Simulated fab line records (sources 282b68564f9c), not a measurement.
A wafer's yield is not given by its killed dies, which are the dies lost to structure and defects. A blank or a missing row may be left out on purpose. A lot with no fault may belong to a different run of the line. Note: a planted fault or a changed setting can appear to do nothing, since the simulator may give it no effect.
Which tool is to blame?	flow rit_cmos	7 lots (21 wafers sampled), 1 step of a 202-step route

== WHAT THE GAUGES SHOWED, per wafer ==
RIT_NWELL_TW_MEAS_10.
lot	measured	on	NWELL_TW
L597	day 2 17:47	film_metro-02	2151 2144 2148
L599	day 3 06:05	film_metro-02	2157 2152 2143
L601	day 3 14:38	film_metro-04	2115 2125 2127
L604	day 4 04:03	film_metro-03	2191 2183 2185
L608	day 5 02:52	film_metro-04	2130 2109 2124
L614	day 6 22:35	film_metro-02	2149 2129 2131
L616	day 7 07:19	film_metro-04	2108 2109 2119

== TOOL THAT RAN EACH LOT (tool first, then ch and the chambers of the sampled wafers, then the start) ==
No process step before these readings appears in the record.

== THE ANSWER, worked out from the rows above alone ==
Rule: the lots themselves supply what counts as usual. Put in order of their means at a reading, lots are off if they are a third of the lots or fewer, leave a main group of 4 or more, and stand apart from it by a gap of 3 or more times the standard deviation of the main group's means; of several such gaps the widest counts. If all means in a main group match to the digits the tables above print for the reading, that group is not used. A lot without any number at a reading at which 4 lots or more have one is off too. Any other lot the step has rows for is counted as sound.
No lot is off on any of the readings shown, so nothing can be concluded from this.

== WHAT HAD BEEN PUT IN BY THE SIMULATOR ==
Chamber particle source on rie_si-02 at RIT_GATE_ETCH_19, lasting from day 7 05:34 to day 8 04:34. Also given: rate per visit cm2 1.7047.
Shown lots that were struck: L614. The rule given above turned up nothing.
